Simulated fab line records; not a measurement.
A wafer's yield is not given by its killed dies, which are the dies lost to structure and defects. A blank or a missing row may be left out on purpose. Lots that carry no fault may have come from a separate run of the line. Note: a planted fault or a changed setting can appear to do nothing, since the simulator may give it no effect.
Problem report, 8D (eight disciplines) form, completed by code :: flow rit cmos :: the parts of the form that need people (team, actions taken, sign-off) are left out

== 1. THE PROBLEM ==
Mean PSD_TW at RIT_PSD_TW_MEAS_10: 3572 over 6 wafers in 2 lots; fault-free wafers: 3413, standard deviation 19. That is +8.4 standard deviations from the usual mean.
The first sign was on wafer L425.2 at day 6 13:54, on film metro-02. The record holds 42 wafers of 14 lots with a number at this step. Rule for "out", or "out of limits": more than 4 standard deviations from the usual mean. All remaining wafers that have a number are taken as sound.

== 2. WHAT THIS IS AND IS NOT ==
question: which readings at this step
is: PSD_TW
is not: -

question: which lots
is: L425, L426
is not: L409, L410, L411, L412, L415, L416, L418, L419, L420, L421, L424, L427

question: which wafers of those lots
is: all that have a number
is not: -

question: read on which gauges
is: film metro-02
is not: film metro-01, film metro-04

question: when
is: from day 6 13:54
is not: up to then (33 sound wafers); but 3 sound wafers of L427 came after

== 3. WHAT RULES OUT EACH SUSPECT ==
Counting: a tool at any process step up to the reading remains a suspect when it ran all the lots that are out and ran no sound lot after the first of those.
- ruled out: the gauge at RIT_PSD_TW_MEAS_10. All the wafers that are out were read on film metro-02, but those of them that RIT_PSD_IMPLANT_08 has rows for are out there too, on other tools.
- implanter-04 at RIT_PSD_IMPLANT_08: kept. Every lot that is out went through it, starting with L425 (day 6 13:35), and after that it ran no sound lot; the last sound lot it ran before then is L419 (day 5 09:33). Its own readings are out on those wafers: beam on s, dose ions cm2.
Remaining after the count: implanter-04 at RIT_PSD_IMPLANT_08.

== 4. THE CAUSE (what the simulator had put in) ==
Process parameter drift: implanter-04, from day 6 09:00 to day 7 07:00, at RIT_PSD_IMPLANT_08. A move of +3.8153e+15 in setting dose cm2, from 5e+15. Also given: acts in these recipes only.
This tool alone remained once counting was done.

== 5. THE EFFECT CHAIN, in route order ==
Each row: a reading where the mean over the struck wafers with a number is more than 3 standard deviations away from the usual. Scope: only readings with a usual standard deviation given in the record; hours: median across lots of the time from each lot's start at the first step in this table that gives one to its start at this step; sigmas: change in usual standard deviations.
hours: 0
step: RIT_PSD_IMPLANT_08
reading: beam on s
usual: 15.7 s
on struck wafers: 31.1
change: +15.4
sigmas: +9.6

hours: 0
step: RIT_PSD_IMPLANT_08
reading: dose ions cm2
usual: 5.001e+15
on struck wafers: 8.820e+15
change: +3.819e+15
sigmas: +99 or more

hours: 0
step: RIT_PSD_TW_MEAS_10
reading: PSD_TW
usual: 3413
on struck wafers: 3572
change: +159
sigmas: +8.4

hours: 1
step: RIT_SDANNEAL_RS_MEAS_04
reading: PSD_RS
usual: 115.88 ohm/sq
on struck wafers: 109.03
change: -6.85
sigmas: -24
Here are the process steps it includes:
- RIT_PSD_IMPLANT_08
Later steps that measure or inspect, where all struck wafers having a row at the step show a number for every such reading and not one has moved that far: RIT_SDANNEAL_RS_MEAS_06.

== 6. WHAT WOULD HAVE CAUGHT IT SOONER ==
The first out-of-limits reading at a measuring or inspecting step in this record came at day 6 13:54, 5 hours after the fault's start at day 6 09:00.
Tool's own readings at RIT_PSD_IMPLANT_08, beam on s, dose ions cm2: out on all struck wafers the step has rows for; an alarm limit on them would have tripped on the first.
L426, from the lots that are out (2), started RIT_PSD_IMPLANT_08 on implanter-04 later than day 6 13:54. A tool hold placed at that time would have kept it from harm.
